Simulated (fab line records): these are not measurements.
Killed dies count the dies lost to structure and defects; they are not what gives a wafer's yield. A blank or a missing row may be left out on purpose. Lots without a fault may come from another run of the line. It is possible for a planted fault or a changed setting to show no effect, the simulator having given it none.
Matching of chambers | flow berkeleyCmos170 | 3 sister chambers for UCB170_NWELL_WET_ETCH_18 on wetBench-02
The step etches Si3N4 in H3PO4, time 14400 s. 6 wafers are shown with their chamber, then 8 later ones without.

== EACH WAFER AND ITS CHAMBER ==
wafer  | chamber | bathHeatDutyPct (%) | bathGuardTempC (C)
L204.5 | 1       | 24.0                | 159.8
L204.6 | 1       | 22.6                | 159.5
L207.5 | 3       | 24.1                | 159.5
L208.4 | 0       | 30.1                | 160.0
L208.6 | 0       | 30.0                | 159.9
L212.3 | 3       | 25.1                | 159.7

== WAFERS WHOSE CHAMBER IS MISSING ==
wafer  | bathHeatDutyPct (%) | bathGuardTempC (C)
L212.5 | 26.0                | 159.8
L212.6 | 27.4                | 159.9
L217.2 | 24.7                | 159.0
L217.5 | 22.0                | 159.2
L217.6 | 21.7                | 159.5
L220.3 | 26.9                | 160.0
L220.5 | 25.5                | 159.7
L220.6 | 27.2                | 160.1

== EACH ONE'S CHAMBER ==
wafer  | from the rows above          | in truth
L212.5 | can't be placed: 3 or 1      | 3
L212.6 | can't be placed: 0 or 3      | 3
L217.2 | can't be placed: 3 or 1      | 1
L217.5 | can't be placed: 1 or 3      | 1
L217.6 | can't be placed: 1 or 3      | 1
L220.3 | can't be placed: 3 or 0 or 1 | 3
L220.5 | can't be placed: 3 or 1      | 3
L220.6 | can't be placed: 0 or 3      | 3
Correct placement for 0 of the 8. Unplaceable from these rows: 8, with the true chamber sitting among the candidates in 8. Number placed wrongly: 0.
How it was worked out, from the rows above alone: a wafer's distance from a chamber is the root of the sum, over the readings, of the square of ((its reading less the chamber's mean) divided by the reading's scatter). If the next closest chamber is less than 2 further off than the closest, the wafer can't be placed; otherwise it belongs to the closest. The mean given for a chamber averages the wafers shown for that chamber. The scatter: the root of (the sum of the squares of (reading less its chamber's mean) over the shown wafers, divided by (wafers less chambers)).
